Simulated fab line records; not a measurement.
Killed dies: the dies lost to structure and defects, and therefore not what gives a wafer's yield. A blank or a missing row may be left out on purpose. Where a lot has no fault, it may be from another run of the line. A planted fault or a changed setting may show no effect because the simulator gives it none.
2 desks, one fault | flow berkeleyCmos170 | only its own numbers are on each desk; what lay behind them is given at the end

== THE METROLOGY DESK ==
Means of the sampled wafers that have a number, per lot and without regard to the tool the lot ran on: this is what the gauges read. The brackets show how far a lot's mean lies from the usual mean; more than 4 standard deviations puts the lot out of limits, marked OUT.
Columns: A = NSD_RS at UCB170_SDANNEAL_RS_MEAS_03, usual 37.25 ohm/sq; B = CONTACT_OVL at UCB170_CONTACT_OVL_MEAS_16, usual 1 nm
lot  | first seen here | A     | B
L247 | day 7 21:12     | 37.23 | -0
L246 | day 7 21:37     | 37.18 | -1
L248 | day 8 10:43     | 37.15 | 3
L249 | day 8 11:13     | 37.24 | 4
L251 | day 8 20:17     | 37.25 | 4
L250 | day 8 20:37     | 37.12 | 6
L252 | day 8 21:01     | 37.45 | 7
L254 | day 9 19:54     | 37.27 | -1
L253 | day 9 20:16     | 37.31 | 4
L257 | day 10 04:29    | 37.19 | -0
L258 | day 10 04:59    | 37.23 | 2
L259 | day 10 21:21    | 37.26 | 5
L261 | day 11 05:00    | 37.37 | 2
L268 | day 12 15:38    | 37.24 | 11
Result from this desk: across the 14 lots, nothing is out of limits.

== AT THE TOOL OWNER'S DESK: lithoTrack-01 ==
The tool's own readings at UCB170_CONTACT_SOFTBAKE_11 (time 60 s): means of the sampled wafers that have a number, for each lot that ran on this tool. The brackets show how far a lot's mean lies from the usual mean; more than 4 standard deviations puts the lot out of limits, marked OUT.
Columns: A = heaterPowerTotalW at UCB170_CONTACT_SOFTBAKE_11, usual 56.80 W; B = runLengthS at UCB170_CONTACT_SOFTBAKE_11, usual 88.98 s
lot  | first seen here | A               | B
L246 | day 8 02:00     | 56.81           | 88.78
L249 | day 8 16:00     | 56.82           | 88.83
L251 | day 9 01:00     | 56.75           | 88.82
L253 | day 10 01:00    | 56.80           | 88.80
L259 | day 11 01:00    | 58.48 (+37) OUT | 82.78 (-24) OUT
L261 | day 11 10:00    | 58.47 (+37) OUT | 82.81 (-24) OUT
Finding of this desk: L259, L261 out of limits; the first was L259 at day 11 01:00, on heaterPowerTotalW at UCB170_CONTACT_SOFTBAKE_11. Within limits: L246, L249, L251, L253.

== TAKEN TOGETHER ==
The tool owner's desk had the chance to raise an alarm at day 11 01:00 on L259, L261.
Metrology desk: nothing out of limits seen.
The metrology desk has L259, L261 on record, within its limits.
The lots listed all ran UCB170_CONTACT_SOFTBAKE_11 on lithoTrack-01.

== WHAT WAS PUT IN BY THE SIMULATOR ==
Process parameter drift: lithoTrack-01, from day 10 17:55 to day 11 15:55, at UCB170_CONTACT_SOFTBAKE_11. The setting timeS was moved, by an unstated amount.
Shown lots that were struck: L259, L261.
Delay in hours, fault start to first out-of-limits reading, by desk: the tool owner's desk at 7.
